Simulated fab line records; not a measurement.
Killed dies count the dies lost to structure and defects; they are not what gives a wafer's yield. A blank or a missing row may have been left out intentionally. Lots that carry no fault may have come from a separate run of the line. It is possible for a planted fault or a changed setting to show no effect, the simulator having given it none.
Shared-tool check / flow rit_cmos / 42 wafers sampled across 14 lots

REASON FOR OPENING
At RIT_REOX_THK_MEAS_04 the reading REOX_OXIDE_THK is flagged on 2 of 14 lots. Wafers without a fault read 25.1 nm, standard deviation 0.34.
Rule: a lot gets a flag if all its wafers with a number sit over 4 standard deviations from that mean, or if no wafer of it has a number. All remaining lots are regarded as sound.

lot=L915; measured=day 2 16:59; on=film_metro-01; REOX_OXIDE_THK (nm), wafer by wafer=24.8 24.8 25.2; flag=
lot=L916; measured=day 3 01:49; on=film_metro-04; REOX_OXIDE_THK (nm), wafer by wafer=24.5 24.8 24.7; flag=
lot=L918; measured=day 3 07:55; on=film_metro-01; REOX_OXIDE_THK (nm), wafer by wafer=24.9 25.4 25.1; flag=
lot=L917; measured=day 3 07:55; on=film_metro-04; REOX_OXIDE_THK (nm), wafer by wafer=25.2 25.5 25.0; flag=
lot=L921; measured=day 3 22:23; on=film_metro-02; REOX_OXIDE_THK (nm), wafer by wafer=25.8 25.1 25.1; flag=
lot=L922; measured=day 4 03:50; on=film_metro-02; REOX_OXIDE_THK (nm), wafer by wafer=25.8 25.4 26.0; flag=
lot=L923; measured=day 4 09:43; on=film_metro-01; REOX_OXIDE_THK (nm), wafer by wafer=25.4 25.2 25.0; flag=
lot=L925; measured=day 4 19:58; on=film_metro-04; REOX_OXIDE_THK (nm), wafer by wafer=25.4 24.7 24.8; flag=
lot=L928; measured=day 5 09:55; on=film_metro-01; REOX_OXIDE_THK (nm), wafer by wafer=25.4 25.6 25.1; flag=
lot=L932; measured=day 6 06:13; on=film_metro-04; REOX_OXIDE_THK (nm), wafer by wafer=28.8 29.0 29.0; flag=FLAGGED
lot=L933; measured=day 6 09:41; on=film_metro-01; REOX_OXIDE_THK (nm), wafer by wafer=29.3 29.3 29.0; flag=FLAGGED
lot=L934; measured=day 6 18:16; on=film_metro-01; REOX_OXIDE_THK (nm), wafer by wafer=25.7 25.4 25.2; flag=
lot=L935; measured=day 6 21:45; on=film_metro-01; REOX_OXIDE_THK (nm), wafer by wafer=24.7 25.2 24.9; flag=
lot=L936; measured=day 7 02:15; on=film_metro-01; REOX_OXIDE_THK (nm), wafer by wafer=25.0 25.1 24.8; flag=
The numbers of the flagged lots are 29.1 nm on average: +4.0 nm against the usual, or +12 standard deviations.

WHICH TOOL RAN EACH LOT
The record keeps 1 process step preceding the reading, out of 202 steps on the route. In each cell: the tool, then ch and the chambers that the sampled wafers went through, then the start.
lot=L915; flag=; RIT_REOX_OXIDATION_03=furnace-02 ch 0, day 2 14:26
lot=L916; flag=; RIT_REOX_OXIDATION_03=furnace-01 ch 0, day 2 23:14
lot=L918; flag=; RIT_REOX_OXIDATION_03=furnace-04 ch 0, day 3 05:22
lot=L917; flag=; RIT_REOX_OXIDATION_03=furnace-04 ch 0, day 3 05:22
lot=L921; flag=; RIT_REOX_OXIDATION_03=furnace-04 ch 0, day 3 19:50
lot=L922; flag=; RIT_REOX_OXIDATION_03=furnace-04 ch 0, day 4 01:17
lot=L923; flag=; RIT_REOX_OXIDATION_03=furnace-02 ch 0, day 4 07:09
lot=L925; flag=; RIT_REOX_OXIDATION_03=furnace-02 ch 0, day 4 17:25
lot=L928; flag=; RIT_REOX_OXIDATION_03=furnace-01 ch 0, day 5 07:22
lot=L932; flag=FLAGGED; RIT_REOX_OXIDATION_03=furnace-01 ch 0, day 6 03:40
lot=L933; flag=FLAGGED; RIT_REOX_OXIDATION_03=furnace-01 ch 0, day 6 07:08
lot=L934; flag=; RIT_REOX_OXIDATION_03=furnace-02 ch 0, day 6 15:43
lot=L935; flag=; RIT_REOX_OXIDATION_03=furnace-04 ch 0, day 6 19:11
lot=L936; flag=; RIT_REOX_OXIDATION_03=furnace-02 ch 0, day 6 23:42
What these steps do:
- RIT_REOX_OXIDATION_03: target thk 25.2 nm, ox time 5580 s.
- RIT_REOX_THK_MEAS_04

FLAGGED AGAINST TOTAL, ONE TOOL AT A TIME (gauges that did the reading follow at the end)
step=RIT_REOX_OXIDATION_03; tool=furnace-01; lots run=4; flagged=2; share of the flagged lots=all; sound lots run after its first flagged lot=0
step=RIT_REOX_OXIDATION_03; tool=furnace-02; lots run=5; flagged=0; share of the flagged lots=none; sound lots run after its first flagged lot=-
step=RIT_REOX_OXIDATION_03; tool=furnace-04; lots run=5; flagged=0; share of the flagged lots=none; sound lots run after its first flagged lot=-
step=RIT_REOX_THK_MEAS_04; tool=film_metro-01; lots run=8; flagged=1; share of the flagged lots=some; sound lots run after its first flagged lot=3 (L934,L935,L936)
step=RIT_REOX_THK_MEAS_04; tool=film_metro-02; lots run=2; flagged=0; share of the flagged lots=none; sound lots run after its first flagged lot=-
step=RIT_REOX_THK_MEAS_04; tool=film_metro-04; lots run=4; flagged=1; share of the flagged lots=some; sound lots run after its first flagged lot=0

WHAT THE TABLE PERMITS
In the table, 1 row covers all flagged lots: furnace-01 at RIT_REOX_OXIDATION_03.
- furnace-01 at RIT_REOX_OXIDATION_03: 2 of its 4 lots flagged. A fault beginning between L928 (day 5 07:22), its last sound lot, and L932 (day 6 03:40), its first flagged one, fits the data. Its own readings lie more than 4 standard deviations out on every wafer of the flagged lots: spike_tc_centre_C, spike_tc_load_C, spike_tc_source_C, tube_center_temp_C, tube_center_temp_C_max.
furnace-01 at RIT_REOX_OXIDATION_03 is the single tool remaining.

WHAT WAS PUT IN BY THE SIMULATOR
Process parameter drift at RIT_REOX_OXIDATION_03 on furnace-01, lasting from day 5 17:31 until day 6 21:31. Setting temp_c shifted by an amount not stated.
Lots struck among those shown: L932, L933. The rule above found the same.
